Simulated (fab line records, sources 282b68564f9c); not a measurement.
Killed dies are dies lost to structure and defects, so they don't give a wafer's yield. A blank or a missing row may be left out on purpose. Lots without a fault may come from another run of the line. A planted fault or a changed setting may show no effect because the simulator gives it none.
Split-lot experiment | flow rit_cmos | 5 lots, 23 wafers read, on a route of 202 steps

THE SPLIT
At RIT_ACTIVE_COAT_06 (resist thk 1000 nm), the setting spin_rpm was moved away from the recipe's 3250 rpm on 6 of the 23 wafers read, by +3.6% to +3.8%. The other wafers ran this setting at the recipe's value.

FROM THE SPLIT TO THE READING: what the file shows between them, 3 steps
- RIT_ACTIVE_DEVELOP_10: develop time 50 s (also split here: develop_time_s)
- RIT_ACTIVE_CD_MEAS_11: target cd 1400 nm
- RIT_ACTIVE_HARDBAKE_12: time 60 s

THE READING
NOVOLAK_of_ACTIVE_COAT_06.thk_nm (the simulator's own value, which no gauge read), in nm, at RIT_ACTIVE_ETCH_13 (etches Si3N4 in SF6, stops on SiO2, time 210 s, target depth 210 nm). The file gives no usual value for it. The 17 wafers here that ran the recipe average 657.0 nm, standard deviation 2.9 nm.

wafer  | tool, chamber at the split | spin_rpm as run, rpm | against the recipe | NOVOLAK_of_ACTIVE_COAT_06.thk_nm, nm | against lot-mates on the recipe
L074.1 | litho_track-03, 0          | 3250                 | recipe             | 654.8                                | -
L074.4 | litho_track-03, 0          | 3250                 | recipe             | 660.5                                | -
L074.5 | litho_track-03, 0          | 3250                 | recipe             | 655.2                                | -
L075.1 | litho_track-03, 0          | 3250                 | recipe             | 654                                  | -
L075.2 | litho_track-03, 0          | 3374                 | +3.8%              | 642.3                                | -14.2
L075.3 | litho_track-03, 0          | 3374                 | +3.8%              | 642.6                                | -13.9
L075.5 | litho_track-03, 0          | 3250                 | recipe             | 659                                  | -
L075.6 | litho_track-03, 0          | 3374                 | +3.8%              | 639.8                                | -16.7
L077.1 | litho_track-04, 0          | 3250                 | recipe             | 657.4                                | -
L077.2 | litho_track-04, 0          | 3250                 | recipe             | 662.1                                | -
L077.4 | litho_track-04, 0          | 3250                 | recipe             | 660.4                                | -
L077.5 | litho_track-04, 0          | 3250                 | recipe             | 659.3                                | -
L077.6 | litho_track-04, 0          | 3250                 | recipe             | 658.8                                | -
L079.1 | litho_track-03, 0          | 3250                 | recipe             | 654.4                                | -
L079.2 | litho_track-03, 0          | 3250                 | recipe             | 660.1                                | -
L079.4 | litho_track-03, 0          | 3250                 | recipe             | 651.2                                | -
L079.5 | litho_track-03, 0          | 3250                 | recipe             | 656.6                                | -
L079.6 | litho_track-03, 0          | 3250                 | recipe             | 655.7                                | -
L084.1 | litho_track-04, 0          | 3250                 | recipe             | 653.6                                | -
L084.2 | litho_track-04, 0          | 3367                 | +3.6%              | 633.8                                | -21.2
L084.3 | litho_track-04, 0          | 3367                 | +3.6%              | 637.5                                | -17.5
L084.5 | litho_track-04, 0          | 3367                 | +3.6%              | 635.5                                | -19.5
L084.6 | litho_track-04, 0          | 3250                 | recipe             | 656.3                                | -

THE FIT
A straight line over all 23 wafers: NOVOLAK_of_ACTIVE_COAT_06.thk_nm changes by -4.94 nm for each +1% of spin_rpm; r = -0.93; the points scatter about the line by 3.3 nm.
The same after taking each lot's own level away (the mean of its wafers on the recipe; 23 wafers): -4.59 nm for each +1%; r = -0.95; scatter 2.6 nm.
On that fit, the largest move of spin_rpm shifts the reading by 18 nm.
The lots' own levels span 654.95 to 659.60 nm, that is 1.6 times the standard deviation above.
So the lot-to-lot level changes the slope little: the two slopes agree.
Check: with one of the wafers moved furthest among these (+3.8%) left out of the fit, the line predicts -18.3 nm for it against its lot-mates. It came out at -14.2 nm against them.

OTHER SPLITS ON THESE WAFERS
These wafers also went through other splits before the reading. Each is held against what the fit with the lots' levels taken away leaves over:
other split on the same wafers       | wafers away from the commonest value | r with NOVOLAK_of_ACTIVE_COAT_06.thk_nm (lot level and that fit taken away)
RIT_ACTIVE_DEVELOP_10 develop_time_s | 11                                   | -0.24

THE WHOLE CHAIN: every reading that the file lists as answering this split, in the file's order
step                   | what it does                                                        | reading                                                                           | change (the file's fit)              | r (the file's)
RIT_ACTIVE_COAT_06     | resist thk 1000 nm                                                  | NOVOLAK_of_ACTIVE_COAT_06.thk_nm (the simulator's own value, which no gauge read) | -4.94 nm for each +1% of the setting | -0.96
RIT_ACTIVE_HARDBAKE_12 | time 60 s                                                           | NOVOLAK_of_ACTIVE_COAT_06.thk_nm (the simulator's own value, which no gauge read) | -4.32 nm for each +1% of the setting | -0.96
RIT_ACTIVE_ETCH_13     | etches Si3N4 in SF6, stops on SiO2, time 210 s, target depth 210 nm | NOVOLAK_of_ACTIVE_COAT_06.thk_nm (the simulator's own value, which no gauge read) | -4.59 nm for each +1% of the setting | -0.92

THE FILE'S OWN FIT
NOVOLAK_of_ACTIVE_COAT_06.thk_nm changes by -4.59 nm for each +1% of spin_rpm, r = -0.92.
